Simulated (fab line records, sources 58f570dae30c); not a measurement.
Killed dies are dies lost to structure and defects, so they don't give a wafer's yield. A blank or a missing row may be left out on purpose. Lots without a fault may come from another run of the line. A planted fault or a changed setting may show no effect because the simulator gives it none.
Split-lot experiment | flow berkeley_cmos170 | 5 lots, 23 wafers read, on a route of 331 steps

THE SPLIT
At UCB170_ACTIVE_CVD_05 (deposits Si3N4 from SiH2Cl2/NH3, target thk 220 nm, time 3300 s), the setting time_s was moved away from the recipe's 3300 s on 15 of the 23 wafers read, by -14.8% to +10.3%. The other wafers ran this setting at the recipe's value.

FROM THE SPLIT TO THE READING: what the file shows between them, 5 steps
- UCB170_ACTIVE_THK_MEAS_06
- UCB170_ACTIVE_EXPOSE_10: exposes mask ACTIVE, target cd 1200 nm (also split here: dose_mj)
- UCB170_ACTIVE_PEB_11
- UCB170_ACTIVE_DEVELOP_12: develop time 45 s
- UCB170_ACTIVE_CD_MEAS_13: target cd 1200 nm

THE READING
oes_product_au, in a.u., at UCB170_ACTIVE_ETCH_15 (etches Si3N4 in CH3F/Ar/O2, stops on SiO2, target depth 242 nm, time 151 s). Fault-free wafers of this fab line usually give 0.945 a.u., standard deviation 0.015 a.u..

wafer  | tool, chamber at the split | time_s as run, s | against the recipe | oes_product_au, a.u. | against lot-mates on the recipe
L076.1 | -, -                       | 2810             | -14.8%             | 0.871                | no lot-mate on the recipe
L076.2 | -, -                       | 2810             | -14.8%             | 0.872                | no lot-mate on the recipe
L076.4 | -, -                       | 2810             | -14.8%             | 0.874                | no lot-mate on the recipe
L076.5 | -, -                       | 2810             | -14.8%             | 0.862                | no lot-mate on the recipe
L076.6 | -, -                       | 2810             | -14.8%             | 0.874                | no lot-mate on the recipe
L079.1 | lpcvd-02, 0                | 3300             | recipe             | 0.968                | -
L079.4 | lpcvd-02, 0                | 3300             | recipe             | 0.929                | -
L079.6 | lpcvd-02, 0                | 3300             | recipe             | 0.961                | -
L078.1 | -, -                       | 3122             | -5.4%              | 0.923                | no lot-mate on the recipe
L078.2 | -, -                       | 3122             | -5.4%              | 0.937                | no lot-mate on the recipe
L078.3 | -, -                       | 3122             | -5.4%              | 0.922                | no lot-mate on the recipe
L078.5 | -, -                       | 3122             | -5.4%              | 0.927                | no lot-mate on the recipe
L078.6 | -, -                       | 3122             | -5.4%              | 0.919                | no lot-mate on the recipe
L082.2 | -, -                       | 3300             | recipe             | 0.928                | -
L082.3 | -, -                       | 3300             | recipe             | 0.932                | -
L082.4 | -, -                       | 3300             | recipe             | 0.924                | -
L082.5 | -, -                       | 3300             | recipe             | 0.938                | -
L082.6 | -, -                       | 3300             | recipe             | 0.938                | -
L084.1 | -, -                       | 3640             | +10.3%             | 1.004                | no lot-mate on the recipe
L084.2 | -, -                       | 3640             | +10.3%             | 0.982                | no lot-mate on the recipe
L084.3 | -, -                       | 3640             | +10.3%             | 0.991                | no lot-mate on the recipe
L084.4 | -, -                       | 3640             | +10.3%             | 0.972                | no lot-mate on the recipe
L084.5 | -, -                       | 3640             | +10.3%             | 1.003                | no lot-mate on the recipe

THE FIT
A straight line over all 23 wafers: oes_product_au changes by +0.00465 a.u. for each +1% of time_s; r = +0.96; the points scatter about the line by 0.013 a.u..
Too few moved wafers have a lot-mate on the recipe to fit a line with each lot's own level taken away.

THE WHOLE CHAIN: every reading that the file lists as answering this split, in the file's order
step                      | what it does                                                               | reading                                                                        | change (the file's fit)                   | r (the file's)
UCB170_ACTIVE_CVD_05      | deposits Si3N4 from SiH2Cl2/NH3, target thk 220 nm, time 3300 s            | Si3N4_of_ACTIVE_CVD_05.thk_nm (the simulator's own value, which no gauge read) | +2.21 nm for each +1% of the setting      | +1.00
UCB170_ACTIVE_THK_MEAS_06 |                                                                            | ACTIVE_NITRIDE_THK                                                             | +2.21 for each +1% of the setting         | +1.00
UCB170_ACTIVE_ETCH_15     | etches Si3N4 in CH3F/Ar/O2, stops on SiO2, target depth 242 nm, time 151 s | oes_product_au                                                                 | +0.00465 a.u. for each +1% of the setting | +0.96
UCB170_ACTIVE_ETCH_15     | etches Si3N4 in CH3F/Ar/O2, stops on SiO2, target depth 242 nm, time 151 s | etch.depth_nm (the simulator's own value, which no gauge read)                 | +2.08 nm for each +1% of the setting      | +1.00

THE FILE'S OWN FIT
oes_product_au changes by +0.00465 a.u. for each +1% of time_s, r = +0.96.
